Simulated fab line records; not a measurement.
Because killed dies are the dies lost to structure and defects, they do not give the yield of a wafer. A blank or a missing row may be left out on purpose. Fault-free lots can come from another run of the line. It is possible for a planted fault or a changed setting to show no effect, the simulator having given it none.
Split-lot trial	flow berkeley cmos170	route with 331 steps; 5 lots, 23 wafers read

ABOUT THE SPLIT
At UCB170_NSD_COAT_01 (resist thk 900 nm), the setting resist thk nm was moved away from the recipe's 900 nm on 5 of the 23 wafers read, by -4.7% to -4.7%. The other wafers ran this setting at the recipe's value.

The split's own step is where the reading is taken.

THE READING
KrF_of_NSD_COAT_01.thk nm (the simulator's own value, which no gauge read), in nm, at UCB170_NSD_COAT_01 (resist thk 900 nm). There is no usual value for it anywhere in the file. Here, 18 wafers ran the recipe; their average is 902.2 nm with a standard deviation of 1.7 nm.

wafer	tool, chamber at the split	resist thk nm as run, nm	against the recipe	KrF_of_NSD_COAT_01.thk nm, nm	against lot-mates on the recipe
L074.1	litho track-03, 0	900	recipe	901	-
L074.2	litho track-03, 0	858.1	-4.7%	858	-42.8
L074.3	litho track-03, 0	900	recipe	900.2	-
L074.4	litho track-03, 0	900	recipe	901.1	-
L074.6	litho track-03, 0	858.1	-4.7%	861.3	-39.5
L076.1	litho track-01, 0	900	recipe	903.7	-
L076.2	litho track-01, 0	900	recipe	902	-
L076.3	litho track-01, 0	900	recipe	899.1	-
L076.5	litho track-01, 0	900	recipe	900	-
L076.6	litho track-01, 0	900	recipe	902.3	-
L075.1	litho track-03, 0	857.9	-4.7%	861.3	-42.5
L075.2	litho track-03, 0	900	recipe	904.5	-
L075.3	litho track-03, 0	857.9	-4.7%	858.7	-45.0
L075.5	litho track-03, 0	900	recipe	903	-
L075.6	litho track-03, 0	857.9	-4.7%	861	-42.8
L079.1	litho track-02, 0	900	recipe	903.5	-
L079.2	litho track-02, 0	900	recipe	901.2	-
L079.3	litho track-02, 0	900	recipe	903.9	-
L079.5	litho track-02, 0	900	recipe	903.4	-
L079.6	litho track-02, 0	900	recipe	906.1	-
L084.2	litho track-03, 0	900	recipe	901.3	-
L084.3	litho track-03, 0	900	recipe	901.9	-
L084.5	litho track-03, 0	900	recipe	902.3	-

FIT RESULTS
A straight line over all 23 wafers: KrF_of_NSD_COAT_01.thk nm changes by +9.04 nm for each +1% of resist thk nm; r = +1.00; the points scatter about the line by 1.7 nm.
The same after taking each lot's own level away (the mean of its wafers on the recipe; 23 wafers): +9.1 nm for each +1%; r = +1.00; scatter 1.4 nm.
On that fit, the largest move of resist thk nm shifts the reading by 43 nm.
The span of the lots' own levels, 900.77 to 903.75 nm, comes to 1.7 times the standard deviation stated above.
Consequently the slope shifts little with the lot-to-lot level, the two slopes agreeing.
Check: for one of the wafers moved furthest among these (-4.7%), held out of the fit, the line's prediction against its lot-mates is -42.6 nm. Against them it came out at -42.5 nm.

THESE WAFERS: OTHER SPLITS
Other splits were also applied to these wafers ahead of the reading. Each is held against what the fit with the lots' levels taken away leaves over:
other split on the same wafers	wafers away from the commonest value	r with KrF_of_NSD_COAT_01.thk nm (lot level and that fit taken away)
UCB170_PVT_IMPLANT_07 dose cm2	9	+0.44
UCB170_NLDD_EXPOSE_03 dose mj	7	+0.30
UCB170_NLDD_IMPLANT_08 energy kev	4	+0.03

THE WHOLE CHAIN: every reading that the file lists as answering this split, in the file's order
step	what it does	reading	change (the file's fit)	r (the file's)
UCB170_NSD_COAT_01	resist thk 900 nm	KrF_of_NSD_COAT_01.thk nm (the simulator's own value, which no gauge read)	+9.06 nm for each +1% of the setting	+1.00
UCB170_NSD_STRIP_09	strips in O2	strip time to endpoint s	withheld for each +1% of the setting, in a fit together with power w@NSD_STRIP_09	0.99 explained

THE FILE'S OWN FIT
KrF_of_NSD_COAT_01.thk nm changes by +9.06 nm for each +1% of resist thk nm, r = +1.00.
